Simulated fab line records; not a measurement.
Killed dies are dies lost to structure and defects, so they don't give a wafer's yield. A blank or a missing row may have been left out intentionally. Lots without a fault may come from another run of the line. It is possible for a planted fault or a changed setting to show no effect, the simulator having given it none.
2 desks, one fault :: flow berkeley cmos170 :: each desk has only its own numbers; what lay behind them comes last

== DESK OF THE TOOL OWNER: litho track-04 ==
The tool's own readings at UCB170_ZERO_DEVELOP_05 (develop time 45 s): means of the sampled wafers that have a number, for each lot that ran on this tool. Any lot whose mean is over 4 standard deviations away from the usual mean is out of limits and marked OUT; that distance is given in the brackets.
Columns: A = developer temp C at UCB170_ZERO_DEVELOP_05, usual 21.01 C
lot: L138
first seen here: day 2 07:00
A: 20.95

lot: L139
first seen here: day 2 13:00
A: 21.19

lot: L141
first seen here: day 2 21:00
A: 21.81 (+6.6) OUT

lot: L142
first seen here: day 3 04:00
A: 21.75 (+6.2) OUT

lot: L144
first seen here: day 3 11:00
A: 21.84 (+6.9) OUT

lot: L158
first seen here: day 6 10:00
A: 21.09

lot: L159
first seen here: day 6 18:00
A: 21.17
This desk's finding: out of limits on L141, L142, L144; first on L141, day 2 21:00 (developer temp C at UCB170_ZERO_DEVELOP_05). Within limits: L138, L139, L158, L159.

== METROLOGY DESK ==
What the gauges read, lot by lot, whatever tool the lot ran on: means of the sampled wafers that have a number. Any lot whose mean is over 4 standard deviations away from the usual mean is out of limits and marked OUT; that distance is given in the brackets.
Columns: A = PWELL_OXIDE_THK at UCB170_PWELL_THK_MEAS_03, usual 26.2 nm; B = PFIELD_OVL at UCB170_PFIELD_OVL_MEAS_06, usual -3 nm
lot: L136
first seen here: day 3 02:29
A: 26.3
B: -11

lot: L137
first seen here: day 3 02:30
A: 25.8
B: -5

lot: L138
first seen here: day 3 09:20
A: 27.2
B: -1

lot: L139
first seen here: day 3 18:53
A: 26.2
B: -4

lot: L141
first seen here: day 3 18:55
A: 26.3
B: 3

lot: L142
first seen here: day 4 06:12
A: 26.1
B: -2

lot: L144
first seen here: day 4 23:43
A: 26.7
B: -1

lot: L148
first seen here: day 5 12:37
A: 25.9
B: -7

lot: L152
first seen here: day 6 04:41
A: 25.8
B: -6

lot: L153
first seen here: day 6 14:52
A: 26.5
B: -4

lot: L154
first seen here: day 6 19:23
A: 25.9
B: -4

lot: L156
first seen here: day 7 11:16
A: 26.1
B: -10

lot: L158
first seen here: day 7 11:16
A: 26.5
B: -5

lot: L157
first seen here: day 7 11:17
A: 25.9
B: -5

lot: L159
first seen here: day 7 22:52
A: 26.3
B: -5
Result from this desk: across the 15 lots, nothing is out of limits.

== TAKEN TOGETHER ==
The tool owner's desk had the chance to raise an alarm at day 2 21:00 on L141, L142, L144.
At the metrology desk, nothing out of limits was observed.
The metrology desk holds a record of L141, L142, L144, inside its limits.
All the named lots went through UCB170_ZERO_DEVELOP_05 on litho track-04.

== WHAT THE SIMULATOR PUT IN ==
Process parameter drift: litho track-04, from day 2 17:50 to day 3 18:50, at UCB170_ZERO_DEVELOP_05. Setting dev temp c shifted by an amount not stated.
Shown lots that were struck: L141, L142, L144.
Hours from the fault's start to each desk's first reading out of limits: the tool owner's desk, 3.
